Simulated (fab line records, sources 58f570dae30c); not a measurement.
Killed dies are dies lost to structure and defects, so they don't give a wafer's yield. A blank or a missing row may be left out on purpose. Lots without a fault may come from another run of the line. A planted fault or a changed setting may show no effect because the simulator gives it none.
Problem report in the 8D (eight disciplines) form, filled by code | flow berkeley_cmos170 | the parts of the form that need people (team, actions taken, sign-off) are left out

1. THE PROBLEM
heater_power_total_W at UCB170_V2_PEB_10 reads a mean of 57.22 W on 6 wafers of 2 lots; wafers without a fault read 56.80 W with a standard deviation of 0.05. That is +8.3 standard deviations from the usual mean.
First seen on wafer L107.2, day 11 18:46, on litho_track-03. The record holds 42 wafers of 14 lots with a number at this step. Rule for "out", or "out of limits": more than 4 standard deviations from the usual mean. The other wafers with a number count as sound.

2. WHAT IT IS AND WHAT IT IS NOT
question                    | is                     | is not
which readings at this step | heater_power_total_W   | chill_plate_temp_C
which lots                  | L107, L111             | L101, L105, L110, L988, L989, L990, L991, L992, L994, L995, L997, L998
which wafers of those lots  | all that have a number | -
read on which tools         | litho_track-03         | litho_track-01, litho_track-02
when                        | from day 11 18:46      | up to then (36 sound wafers)

3. SUSPECTS, AND WHAT RULES EACH OUT
Counting: a tool at a process step up to the reading stays a suspect if it ran every lot that is out and no sound lot after the first of them.
- litho_track-03 at UCB170_V2_PEB_10: kept. It ran every lot that is out, first L107 (day 11 18:46), and no sound lot after that; its last sound lot up to then is L105 (day 10 15:40). Its own readings are out on those wafers: heater_power_total_W.
Left after counting: litho_track-03 at UCB170_V2_PEB_10.

4. THE CAUSE (what the simulator had put in)
Process parameter drift: litho_track-03, from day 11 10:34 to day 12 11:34, at UCB170_V2_PEB_10. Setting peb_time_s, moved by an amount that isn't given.
Counting left only this tool.

5. THE CHAIN OF EFFECTS, in route order
Each row: a reading whose mean over the struck wafers that have a number lies more than 3 standard deviations from the usual. Only readings for which the record gives a usual standard deviation are gone through. hours: the time from each lot's start at the first step in this table that gives one to its start at this step, as a median over the lots. sigmas: the change in usual standard deviations.
hours | step             | reading              | usual   | on struck wafers | change | sigmas
0     | UCB170_V2_PEB_10 | heater_power_total_W | 56.80 W | 57.22            | +0.42  | +8.3
The process steps in it:
- UCB170_V2_PEB_10
Later measuring or inspecting steps at which every struck wafer that the step has a row for has a number for every such reading, and none has moved that far: UCB170_M3_OVL_MEAS_16.

6. WHAT WOULD HAVE CAUGHT IT SOONER
In this record the first reading out of limits was taken at day 11 18:46, 8 hours after the fault began at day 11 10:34.
